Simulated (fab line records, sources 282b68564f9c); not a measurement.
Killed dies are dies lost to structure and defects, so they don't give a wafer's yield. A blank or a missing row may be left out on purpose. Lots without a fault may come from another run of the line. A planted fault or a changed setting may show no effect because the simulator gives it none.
A struck lot beside a sound one | flow rit_cmos | 17 steps out of a route of 202
Sound: wafers L568.3, L568.4, L568.6. Struck: wafers L575.1, L575.4, L575.6. The cause comes at the end.
At each step with rows: each side's tool, then ch and its chambers, then its first start. Under that, the readings that differ: sound wafers | struck wafers | difference of the means | sigmas: that difference in standard deviations of wafers without a fault.
alike: readings whose means differ by less than 2 such deviations, and words and numbers that are the same on both sides. not compared: withheld readings, readings that some wafer has no value for, bounds like >300 that may hide the same value, and numbers for which the record gives no deviation and whose values overlap.
The two part at a step that has a row with sigmas, a row that says differs or no value, or rows on one side only. Numbers that don't overlap but have no deviation are shown without sigmas and don't part them. A reading that every wafer of one side lacks parts them only if that side has two wafers or more.

RIT_ACTIVE_BOW_MEAS_00:
  sound on film_metro-02, day 2 21:02; struck on film_metro-01, day 4 08:00
  alike: INCOMING_BOW
then, 1 step without rows for these wafers: RIT_ACTIVE_OXIDATION_01 (target thk 46.8 nm, ox time 3200 s).
RIT_ACTIVE_THK_MEAS_02:
  sound on film_metro-02, day 2 23:04; struck on film_metro-02, day 4 10:03
  alike: ACTIVE_OXIDE_THK
RIT_ACTIVE_CVD_03: deposits Si3N4 from SiH2Cl2/NH3, target thk 150 nm, time 1500 s.
  sound on lpcvd-02 ch 0, day 2 23:07; struck on lpcvd-02 ch 1, day 4 10:07
  no value came back on the struck wafers for nh3_flow_sccm (sccm), pressure_mtorr (mTorr), zone_power_source_pct (%); on the sound wafers nh3_flow_sccm (sccm) reads 150.2 149.9 149.6
then, 6 steps without rows for these wafers: RIT_ACTIVE_HMDS_05 (prime time 60 s); RIT_ACTIVE_COAT_06 (resist thk 1000 nm); RIT_ACTIVE_SOFTBAKE_07 (time 60 s); RIT_ACTIVE_EXPOSE_08 (exposes mask M1, target cd 1400 nm); RIT_ACTIVE_PEB_09; RIT_ACTIVE_DEVELOP_10 (develop time 51 s).
RIT_ACTIVE_CD_MEAS_11: target cd 1400 nm.
  sound on cd_sem-02, day 3 01:36; struck on cd_sem-01, day 4 12:26
  alike: cd_nm
then, 1 step without rows for these wafers: RIT_ACTIVE_HARDBAKE_12 (time 60 s).
RIT_ACTIVE_ETCH_13: etches Si3N4 in SF6, stops on SiO2, time 210 s, target depth 210 nm.
  sound on rie_diel-01 ch 2,3, day 3 01:50; struck on rie_diel-04 ch 0,3, day 4 12:43
  reading                  | sound             | struck         | difference | sigmas
  throttle_valve_pct (%)   | 7.46 7.32 7.46    | 7.56 7.74 7.74 | +0.27      | +2
  model.etch.depth_nm (nm) | 149.3 148.5 149.5 | 150 150 150    | +1         |
  alike: drypump_motor_current_A, oes_product_au
  not compared: rf_hours_counter_h, model.ACTIVE.feature_depth_nm
RIT_ACTIVE_STRIP_14: strips in O2, time 180 s.
  sound on plasma_asher-04 ch 0,1, day 3 02:02; struck on plasma_asher-04 ch 0, day 4 12:50
  alike: drypump_motor_current_A, rf_refl_power_W
  not compared: rf_hours_counter_h
RIT_ACTIVE_CD_MEAS_90: target cd 1400 nm.
  sound on cd_sem-01, day 3 02:11; struck on cd_sem-02, day 4 13:01
  reading    | sound                | struck | difference                    | sigmas
  cd_nm (nm) | 1404.2 1401.4 1400.8 | - - -  | no value on the struck wafers |
then, 1 step without rows for these wafers: RIT_ACTIVE_CLEAN_15 (cleans in SC1, time 600 s).
RIT_M1_PROBE_99:
  sound on prober-01, day 4 23:17; struck on prober-02, day 6 09:52
  reading             | sound  | struck      | difference | sigmas
  killed_at_front_end | 12 4 9 | 263 263 264 | +255       | +85
  killed_dies         | 12 5 9 | 264 264 264 | +255       | +82
  killed_on_rim       | 2 2 0  | 70 70 70    | +69        | +53
  alike: killed_at_M0_to_M3, killed_at_contacts, killed_open, killed_short

WHERE THEY PART
First at RIT_ACTIVE_CVD_03; last, within this record, at RIT_M1_PROBE_99.

WHY: what the simulator had put in
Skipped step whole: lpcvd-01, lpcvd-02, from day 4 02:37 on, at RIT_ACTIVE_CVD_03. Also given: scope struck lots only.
